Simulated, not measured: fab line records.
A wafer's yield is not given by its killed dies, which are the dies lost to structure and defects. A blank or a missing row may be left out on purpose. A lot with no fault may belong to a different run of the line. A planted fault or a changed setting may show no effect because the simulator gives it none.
fab line records / flow berkeley-cmos170
record: lots: 15 wafers: 45 last-day: 12
route steps=331 shown NVT@111
lots untouched by any fault: they come from a run of this same line in which no faults occurred
start-h: start of the lot's first displayed wafer, in hours after the record's first day / wait-h: time in hours since the lot's previous step / " as in the row above / L1.1+2: a single row standing in for several wafers / - no value, or no start given / * or withheld: withheld / < > ~ a bound
route shown NAME@n: names a module that has steps shown in the file, with the first one's number in the route / usual: mean/standard deviation taken from wafers without a fault / same: alike in all rows / chamber/n: place in a boat / sites: each site's reading / _std_site: their standard deviation / _edge_site: mean of outer sites minus mean of inner sites / radius-mm: for every site, how far away it sits from the centre of the wafer / mask NAME#n: copy n / behind: the most recent tool/chamber to have shaped the wafer / hold: the reason the lot was held/the length of the hold in hours/how it ended / device: which transistor (n, p or np) failed to switch / end of line: the tests these same wafers got at the end of their route / a step given without rows: its recipe and nothing more / killed: the dies lost at the first sort to structure and to defects; this is not the yield of the wafer / map: a wafer's dies, x killed, . not, _ none there
set.NAME: the run value of the setting; set.NAME@STEP: its run value at that earlier step / model.NAME: the simulator's own value behind a step, which no gauge read
the route's steps for a sample of lots (tables are steps, rows are wafers)
services: from which hour (start-h, from the record's first day; less than 0 if before it) a tool's chamber was out of use, for how many hours, and why
== steps ==
step: UCB170_NVT_IMPLANT_07
recipe: species: BF2 dose-cm2: 3e+12 energy-kev: 50 tilt-deg: 7
usual: beam-energy-keV: 49.999/0.016
lot.wafer=L499.1 tool=implanter-03 chamber=0 start-h=97.30 wait-h=0.0 beam-energy-keV=49.976
lot.wafer=L499.2 tool=implanter-03 chamber=0 start-h=97.30 wait-h=0.0 beam-energy-keV=49.995
lot.wafer=L499.5 tool=implanter-03 chamber=0 start-h=97.30 wait-h=0.0 beam-energy-keV=49.998
lot.wafer=L500.2 tool=implanter-04 chamber=0 start-h=97.60 wait-h=0.0 beam-energy-keV=50.019
lot.wafer=L500.3 tool=implanter-04 chamber=0 start-h=97.60 wait-h=0.0 beam-energy-keV=49.989
lot.wafer=L500.6 tool=implanter-04 chamber=0 start-h=97.60 wait-h=0.0 beam-energy-keV=49.962
lot.wafer=L501.1 tool=implanter-02 chamber=0 start-h=105.21 wait-h=0.0 beam-energy-keV=49.999
lot.wafer=L501.5 tool=implanter-02 chamber=0 start-h=105.21 wait-h=0.0 beam-energy-keV=49.996
lot.wafer=L501.6 tool=implanter-02 chamber=0 start-h=105.21 wait-h=0.0 beam-energy-keV=49.999
lot.wafer=L502.4 tool=implanter-04 chamber=0 start-h=108.98 wait-h=0.1 beam-energy-keV=49.980
lot.wafer=L502.5 tool=implanter-04 chamber=0 start-h=108.98 wait-h=0.1 beam-energy-keV=49.963
lot.wafer=L502.6 tool=implanter-04 chamber=0 start-h=108.98 wait-h=0.1 beam-energy-keV=49.985
lot.wafer=L504.1 tool=implanter-02 chamber=0 start-h=126.01 wait-h=0.0 beam-energy-keV=49.982
lot.wafer=L504.2 tool=implanter-02 chamber=0 start-h=126.01 wait-h=0.0 beam-energy-keV=49.986
lot.wafer=L504.5 tool=implanter-02 chamber=0 start-h=126.01 wait-h=0.0 beam-energy-keV=50.002
lot.wafer=L503.3 tool=implanter-02 chamber=0 start-h=126.33 wait-h=0.1 beam-energy-keV=49.999
lot.wafer=L503.4 tool=implanter-02 chamber=0 start-h=126.33 wait-h=0.1 beam-energy-keV=49.982
lot.wafer=L503.5 tool=implanter-02 chamber=0 start-h=126.33 wait-h=0.1 beam-energy-keV=50.010
lot.wafer=L507.3 tool=implanter-02 chamber=0 start-h=138.32 wait-h=0.1 beam-energy-keV=50.026
lot.wafer=L507.4 tool=implanter-02 chamber=0 start-h=138.32 wait-h=0.1 beam-energy-keV=50.022
lot.wafer=L507.6 tool=implanter-02 chamber=0 start-h=138.32 wait-h=0.1 beam-energy-keV=50.024
lot.wafer=L505.1 tool=implanter-04 chamber=0 start-h=138.55 wait-h=0.0 beam-energy-keV=49.992
lot.wafer=L505.2 tool=implanter-04 chamber=0 start-h=138.55 wait-h=0.0 beam-energy-keV=49.994
lot.wafer=L505.6 tool=implanter-04 chamber=0 start-h=138.55 wait-h=0.0 beam-energy-keV=49.971
lot.wafer=L508.1 tool=implanter-02 chamber=0 start-h=138.57 wait-h=0.0 beam-energy-keV=49.985
lot.wafer=L508.4 tool=implanter-02 chamber=0 start-h=138.57 wait-h=0.0 beam-energy-keV=50.011
lot.wafer=L508.5 tool=implanter-02 chamber=0 start-h=138.57 wait-h=0.0 beam-energy-keV=49.990
lot.wafer=L513.3 tool=implanter-02 chamber=0 start-h=165.87 wait-h=0.1 beam-energy-keV=55.196
lot.wafer=L513.4 tool=implanter-02 chamber=0 start-h=165.87 wait-h=0.1 beam-energy-keV=55.188
lot.wafer=L513.5 tool=implanter-02 chamber=0 start-h=165.87 wait-h=0.1 beam-energy-keV=55.214
lot.wafer=L512.2 tool=implanter-02 chamber=0 start-h=166.08 wait-h=0.0 beam-energy-keV=55.194
lot.wafer=L512.5 tool=implanter-02 chamber=0 start-h=166.08 wait-h=0.0 beam-energy-keV=55.212
lot.wafer=L512.6 tool=implanter-02 chamber=0 start-h=166.08 wait-h=0.0 beam-energy-keV=55.232
lot.wafer=L516.3 tool=implanter-04 chamber=0 start-h=186.21 wait-h=0.1 beam-energy-keV=50.016
lot.wafer=L516.4 tool=implanter-04 chamber=0 start-h=186.21 wait-h=0.1 beam-energy-keV=50.003
lot.wafer=L516.5 tool=implanter-04 chamber=0 start-h=186.21 wait-h=0.1 beam-energy-keV=50.008
lot.wafer=L514.1 tool=implanter-02 chamber=0 start-h=186.28 wait-h=0.0 beam-energy-keV=55.210
lot.wafer=L514.2 tool=implanter-02 chamber=0 start-h=186.28 wait-h=0.0 beam-energy-keV=55.211
lot.wafer=L514.4 tool=implanter-02 chamber=0 start-h=186.28 wait-h=0.0 beam-energy-keV=55.214
lot.wafer=L520.2 tool=implanter-04 chamber=0 start-h=206.44 wait-h=0.0 beam-energy-keV=50.020
lot.wafer=L520.4 tool=implanter-04 chamber=0 start-h=206.44 wait-h=0.0 beam-energy-keV=49.995
lot.wafer=L520.5 tool=implanter-04 chamber=0 start-h=206.44 wait-h=0.0 beam-energy-keV=50.006
lot.wafer=L522.1 tool=implanter-04 chamber=0 start-h=215.87 wait-h=0.0 beam-energy-keV=50.011
lot.wafer=L522.2 tool=implanter-04 chamber=0 start-h=215.87 wait-h=0.0 beam-energy-keV=50.003
lot.wafer=L522.3 tool=implanter-04 chamber=0 start-h=215.87 wait-h=0.0 beam-energy-keV=49.993
step: UCB170_NVT_TW_MEAS_09
usual: NVT_TW: 525.9/2.8
lot.wafer=L499.1 tool=film-metro-03 chamber=- start-h=97.55 wait-h=0.1 NVT_TW=520.9
lot.wafer=L499.2 tool=film-metro-03 chamber=- start-h=97.55 wait-h=0.1 NVT_TW=522.1
lot.wafer=L499.5 tool=film-metro-03 chamber=- start-h=97.55 wait-h=0.1 NVT_TW=524.1
lot.wafer=L500.2 tool=film-metro-02 chamber=- start-h=97.84 wait-h=0.1 NVT_TW=528.2
lot.wafer=L500.3 tool=film-metro-02 chamber=- start-h=97.84 wait-h=0.1 NVT_TW=527.7
lot.wafer=L500.6 tool=film-metro-02 chamber=- start-h=97.84 wait-h=0.1 NVT_TW=527.8
lot.wafer=L501.1 tool=film-metro-03 chamber=- start-h=105.46 wait-h=0.1 NVT_TW=521.6
lot.wafer=L501.5 tool=film-metro-03 chamber=- start-h=105.46 wait-h=0.1 NVT_TW=519.9
lot.wafer=L501.6 tool=film-metro-03 chamber=- start-h=105.46 wait-h=0.1 NVT_TW=525.5
lot.wafer=L502.4 tool=film-metro-03 chamber=- start-h=109.20 wait-h=0.1 NVT_TW=522.8
lot.wafer=L502.5 tool=film-metro-03 chamber=- start-h=109.20 wait-h=0.1 NVT_TW=523.9
lot.wafer=L502.6 tool=film-metro-03 chamber=- start-h=109.20 wait-h=0.1 NVT_TW=525.1
lot.wafer=L504.1 tool=film-metro-03 chamber=- start-h=126.26 wait-h=0.1 NVT_TW=524.8
lot.wafer=L504.2 tool=film-metro-03 chamber=- start-h=126.26 wait-h=0.1 NVT_TW=526.8
lot.wafer=L504.5 tool=film-metro-03 chamber=- start-h=126.26 wait-h=0.1 NVT_TW=526.7
lot.wafer=L503.3 tool=film-metro-02 chamber=- start-h=126.55 wait-h=0.1 NVT_TW=531.0
lot.wafer=L503.4 tool=film-metro-02 chamber=- start-h=126.55 wait-h=0.1 NVT_TW=532.4
lot.wafer=L503.5 tool=film-metro-02 chamber=- start-h=126.55 wait-h=0.1 NVT_TW=528.4
lot.wafer=L507.3 tool=film-metro-03 chamber=- start-h=138.54 wait-h=0.1 NVT_TW=525.7
lot.wafer=L507.4 tool=film-metro-03 chamber=- start-h=138.54 wait-h=0.1 NVT_TW=528.2
lot.wafer=L507.6 tool=film-metro-03 chamber=- start-h=138.54 wait-h=0.1 NVT_TW=528.5
lot.wafer=L505.1 tool=film-metro-03 chamber=- start-h=138.80 wait-h=0.1 NVT_TW=526.6
lot.wafer=L505.2 tool=film-metro-03 chamber=- start-h=138.80 wait-h=0.1 NVT_TW=527.9
lot.wafer=L505.6 tool=film-metro-03 chamber=- start-h=138.80 wait-h=0.1 NVT_TW=529.4
lot.wafer=L508.1 tool=film-metro-01 chamber=- start-h=138.82 wait-h=0.1 NVT_TW=527.1
lot.wafer=L508.4 tool=film-metro-01 chamber=- start-h=138.82 wait-h=0.1 NVT_TW=528.9
lot.wafer=L508.5 tool=film-metro-01 chamber=- start-h=138.82 wait-h=0.1 NVT_TW=529.5
lot.wafer=L513.3 tool=film-metro-01 chamber=- start-h=166.09 wait-h=0.1 NVT_TW=538.0
lot.wafer=L513.4 tool=film-metro-01 chamber=- start-h=166.09 wait-h=0.1 NVT_TW=538.5
lot.wafer=L513.5 tool=film-metro-01 chamber=- start-h=166.09 wait-h=0.1 NVT_TW=536.1
lot.wafer=L512.2 tool=film-metro-03 chamber=- start-h=166.32 wait-h=0.1 NVT_TW=536.7
lot.wafer=L512.5 tool=film-metro-03 chamber=- start-h=166.32 wait-h=0.1 NVT_TW=541.6
lot.wafer=L512.6 tool=film-metro-03 chamber=- start-h=166.32 wait-h=0.1 NVT_TW=535.3
lot.wafer=L516.3 tool=film-metro-03 chamber=- start-h=186.43 wait-h=0.1 NVT_TW=525.9
lot.wafer=L516.4 tool=film-metro-03 chamber=- start-h=186.43 wait-h=0.1 NVT_TW=524.6
lot.wafer=L516.5 tool=film-metro-03 chamber=- start-h=186.43 wait-h=0.1 NVT_TW=526.6
lot.wafer=L514.1 tool=film-metro-01 chamber=- start-h=186.53 wait-h=0.1 NVT_TW=537.6
lot.wafer=L514.2 tool=film-metro-01 chamber=- start-h=186.53 wait-h=0.1 NVT_TW=534.8
lot.wafer=L514.4 tool=film-metro-01 chamber=- start-h=186.53 wait-h=0.1 NVT_TW=538.3
lot.wafer=L520.2 tool=film-metro-01 chamber=- start-h=206.67 wait-h=0.1 NVT_TW=529.3
lot.wafer=L520.4 tool=film-metro-01 chamber=- start-h=206.67 wait-h=0.1 NVT_TW=524.4
lot.wafer=L520.5 tool=film-metro-01 chamber=- start-h=206.67 wait-h=0.1 NVT_TW=526.8
lot.wafer=L522.1 tool=film-metro-01 chamber=- start-h=216.12 wait-h=0.1 NVT_TW=521.8
lot.wafer=L522.2 tool=film-metro-01 chamber=- start-h=216.12 wait-h=0.1 NVT_TW=523.5
lot.wafer=L522.3 tool=film-metro-01 chamber=- start-h=216.12 wait-h=0.1 NVT_TW=523.8
== services ==
tool=implanter-02 chamber=- start-h=87.81 hours=2.3 kind=repair
tool=implanter-03 chamber=- start-h=101.51 hours=106.0 kind=repair
tool=implanter-04 chamber=- start-h=139.20 hours=1.7 kind=repair
tool=implanter-04 chamber=- start-h=160.66 hours=14.2 kind=pm
tool=implanter-02 chamber=- start-h=201.66 hours=3.5 kind=repair
tool=implanter-02 chamber=- start-h=207.88 hours=3.6 kind=repair
== key ==
first-sign: step: UCB170_NVT_IMPLANT_07 reading: beam-energy-keV direction: up sigmas: 99+ usual: 49.999 struck: 55.208
effect: step: UCB170_NVT_TW_MEAS_09 reading: NVT_TW direction: up sigmas: 4.1 usual: 525.9 struck: 537.4
met-at UCB170_NVT_IMPLANT_07
struck-lots L512,L513,L514
tester-left-out L512,L513,L514
onset-between 138.57 165.87
fault: kind: process-parameter-drift tool: implanter-02 chamber: - onset-h: 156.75 steps: UCB170_NVT_IMPLANT_07 channel: energy-kev offset: 5.2135 shape: step end-h: 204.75 acts-in: these-recipes-only stated: 50
tester-left-out: of these lots the tester's yield and bins aren't shown, on N5 and GAA mostly nor the transistor test; their killed dies are dies lost to structure and defects alone, not to doping, threshold or leakage, so they don't give the yield
